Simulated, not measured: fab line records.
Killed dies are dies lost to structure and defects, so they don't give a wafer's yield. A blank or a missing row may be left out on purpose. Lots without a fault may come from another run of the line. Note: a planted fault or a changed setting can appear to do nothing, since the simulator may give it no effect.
Split-lot trial :: flow ritCmos :: 5 lots, 23 wafers read, on a route of 202 steps

## THE SPLIT
At RIT_GATE_COAT_11 (resist thk 850 nm), the setting resistThkNm was moved away from the recipe's 850 nm on 9 of the 23 wafers read, by -4.9% to +4.2%. For the rest of the wafers, this setting stayed at what the recipe calls for.

The reading comes from the split's own step.

## THE READING
NOVOLAK_of_GATE_COAT_11.thkNm (the simulator's own value, which no gauge read), in nm, at RIT_GATE_COAT_11 (resist thk 850 nm). The file gives no usual value for it. The 14 wafers here that ran the recipe average 849.3 nm, standard deviation 3.2 nm.

wafer: L075.1
tool, chamber at the split: lithoTrack-02, 0
resistThkNm as run, nm: 808.6
against the recipe: -4.9%
NOVOLAK_of_GATE_COAT_11.thkNm, nm: 810.3
against lot-mates on the recipe: -40.4

wafer: L075.3
tool, chamber at the split: lithoTrack-02, 0
resistThkNm as run, nm: 808.6
against the recipe: -4.9%
NOVOLAK_of_GATE_COAT_11.thkNm, nm: 809
against lot-mates on the recipe: -41.7

wafer: L075.4
tool, chamber at the split: lithoTrack-02, 0
resistThkNm as run, nm: 808.6
against the recipe: -4.9%
NOVOLAK_of_GATE_COAT_11.thkNm, nm: 810.7
against lot-mates on the recipe: -40.0

wafer: L075.5
tool, chamber at the split: lithoTrack-02, 0
resistThkNm as run, nm: 850
against the recipe: recipe
NOVOLAK_of_GATE_COAT_11.thkNm, nm: 851.4
against lot-mates on the recipe: -

wafer: L075.6
tool, chamber at the split: lithoTrack-02, 0
resistThkNm as run, nm: 850
against the recipe: recipe
NOVOLAK_of_GATE_COAT_11.thkNm, nm: 850
against lot-mates on the recipe: -

wafer: L077.1
tool, chamber at the split: lithoTrack-02, 0
resistThkNm as run, nm: 850
against the recipe: recipe
NOVOLAK_of_GATE_COAT_11.thkNm, nm: 852.5
against lot-mates on the recipe: -

wafer: L077.4
tool, chamber at the split: lithoTrack-02, 0
resistThkNm as run, nm: 850
against the recipe: recipe
NOVOLAK_of_GATE_COAT_11.thkNm, nm: 852.5
against lot-mates on the recipe: -

wafer: L077.6
tool, chamber at the split: lithoTrack-02, 0
resistThkNm as run, nm: 850
against the recipe: recipe
NOVOLAK_of_GATE_COAT_11.thkNm, nm: 851.1
against lot-mates on the recipe: -

wafer: L080.1
tool, chamber at the split: lithoTrack-03, 0
resistThkNm as run, nm: 850
against the recipe: recipe
NOVOLAK_of_GATE_COAT_11.thkNm, nm: 848.8
against lot-mates on the recipe: -

wafer: L080.2
tool, chamber at the split: lithoTrack-03, 0
resistThkNm as run, nm: 850
against the recipe: recipe
NOVOLAK_of_GATE_COAT_11.thkNm, nm: 853.3
against lot-mates on the recipe: -

wafer: L080.3
tool, chamber at the split: lithoTrack-03, 0
resistThkNm as run, nm: 850
against the recipe: recipe
NOVOLAK_of_GATE_COAT_11.thkNm, nm: 850.4
against lot-mates on the recipe: -

wafer: L080.5
tool, chamber at the split: lithoTrack-03, 0
resistThkNm as run, nm: 850
against the recipe: recipe
NOVOLAK_of_GATE_COAT_11.thkNm, nm: 851.7
against lot-mates on the recipe: -

wafer: L080.6
tool, chamber at the split: lithoTrack-03, 0
resistThkNm as run, nm: 850
against the recipe: recipe
NOVOLAK_of_GATE_COAT_11.thkNm, nm: 849.2
against lot-mates on the recipe: -

wafer: L081.1
tool, chamber at the split: lithoTrack-01, 0
resistThkNm as run, nm: 850
against the recipe: recipe
NOVOLAK_of_GATE_COAT_11.thkNm, nm: 842.6
against lot-mates on the recipe: -

wafer: L081.2
tool, chamber at the split: lithoTrack-01, 0
resistThkNm as run, nm: 886
against the recipe: +4.2%
NOVOLAK_of_GATE_COAT_11.thkNm, nm: 881.3
against lot-mates on the recipe: +37.5

wafer: L081.4
tool, chamber at the split: lithoTrack-01, 0
resistThkNm as run, nm: 886
against the recipe: +4.2%
NOVOLAK_of_GATE_COAT_11.thkNm, nm: 880.2
against lot-mates on the recipe: +36.5

wafer: L081.5
tool, chamber at the split: lithoTrack-01, 0
resistThkNm as run, nm: 886
against the recipe: +4.2%
NOVOLAK_of_GATE_COAT_11.thkNm, nm: 881.5
against lot-mates on the recipe: +37.8

wafer: L081.6
tool, chamber at the split: lithoTrack-01, 0
resistThkNm as run, nm: 850
against the recipe: recipe
NOVOLAK_of_GATE_COAT_11.thkNm, nm: 844.9
against lot-mates on the recipe: -

wafer: L082.1
tool, chamber at the split: lithoTrack-01, 0
resistThkNm as run, nm: 850
against the recipe: recipe
NOVOLAK_of_GATE_COAT_11.thkNm, nm: 844.1
against lot-mates on the recipe: -

wafer: L082.2
tool, chamber at the split: lithoTrack-01, 0
resistThkNm as run, nm: 831.4
against the recipe: -2.2%
NOVOLAK_of_GATE_COAT_11.thkNm, nm: 824.5
against lot-mates on the recipe: -21.5

wafer: L082.4
tool, chamber at the split: lithoTrack-01, 0
resistThkNm as run, nm: 831.4
against the recipe: -2.2%
NOVOLAK_of_GATE_COAT_11.thkNm, nm: 827.4
against lot-mates on the recipe: -18.6

wafer: L082.5
tool, chamber at the split: lithoTrack-01, 0
resistThkNm as run, nm: 831.4
against the recipe: -2.2%
NOVOLAK_of_GATE_COAT_11.thkNm, nm: 827.4
against lot-mates on the recipe: -18.6

wafer: L082.6
tool, chamber at the split: lithoTrack-01, 0
resistThkNm as run, nm: 850
against the recipe: recipe
NOVOLAK_of_GATE_COAT_11.thkNm, nm: 847.9
against lot-mates on the recipe: -

THE FIT
A straight line over all 23 wafers: NOVOLAK_of_GATE_COAT_11.thkNm changes by +8.03 nm for each +1% of resistThkNm; r = +0.99; the points scatter about the line by 3.3 nm.
The same after taking each lot's own level away (the mean of its wafers on the recipe; 23 wafers): +8.6 nm for each +1%; r = +1.00; scatter 1.4 nm.
According to that fit, moving resistThkNm by its largest amount changes the reading by 42 nm.
The lots' own levels span 843.75 to 852.03 nm, that is 2.6 times the standard deviation above.
Hence the lot-to-lot level has little effect on the slope; both slopes agree.
Check: -42 nm against its lot-mates is what the line predicts for one of the wafers moved furthest among these (-4.9%) when that wafer is left out of the fit. Against them it came out at -40.4 nm.

## OTHER SPLITS APPLIED TO THESE WAFERS
Before the reading, these wafers also passed through other splits. Each is held against what the fit with the lots' levels taken away leaves over:
other split on the same wafers: RIT_ACTIVE_OXIDATION_01 tempC
wafers away from the commonest value: 10
r with NOVOLAK_of_GATE_COAT_11.thkNm (lot level and that fit taken away): +0.11

other split on the same wafers: RIT_FOX2_OXIDATION_00 oxTimeS
wafers away from the commonest value: 15
r with NOVOLAK_of_GATE_COAT_11.thkNm (lot level and that fit taken away): -0.17

other split on the same wafers: RIT_NWELL_SOFTBAKE_02 tempC
wafers away from the commonest value: 7
r with NOVOLAK_of_GATE_COAT_11.thkNm (lot level and that fit taken away): +0.04

other split on the same wafers: RIT_NWELL_IMPLANT_08 energyKev
wafers away from the commonest value: 6
r with NOVOLAK_of_GATE_COAT_11.thkNm (lot level and that fit taken away): +0.08

other split on the same wafers: RIT_NRETRO_COAT_01 resistThkNm
wafers away from the commonest value: 9
r with NOVOLAK_of_GATE_COAT_11.thkNm (lot level and that fit taken away): +0.14

other split on the same wafers: RIT_NRETRO_SOFTBAKE_02 tempC
wafers away from the commonest value: 7
r with NOVOLAK_of_GATE_COAT_11.thkNm (lot level and that fit taken away): -0.13

other split on the same wafers: RIT_PRETRO_SOFTBAKE_02 tempC
wafers away from the commonest value: 10
r with NOVOLAK_of_GATE_COAT_11.thkNm (lot level and that fit taken away): -0.04

other split on the same wafers: RIT_PRETRO_IMPLANT_08 energyKev
wafers away from the commonest value: 5
r with NOVOLAK_of_GATE_COAT_11.thkNm (lot level and that fit taken away): +0.18

other split on the same wafers: RIT_GATE_OXIDATION_05 tempC
wafers away from the commonest value: 15
r with NOVOLAK_of_GATE_COAT_11.thkNm (lot level and that fit taken away): +0.11

## THE FILE'S OWN FIT
NOVOLAK_of_GATE_COAT_11.thkNm changes by +8.59 nm for each +1% of resistThkNm, r = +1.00.
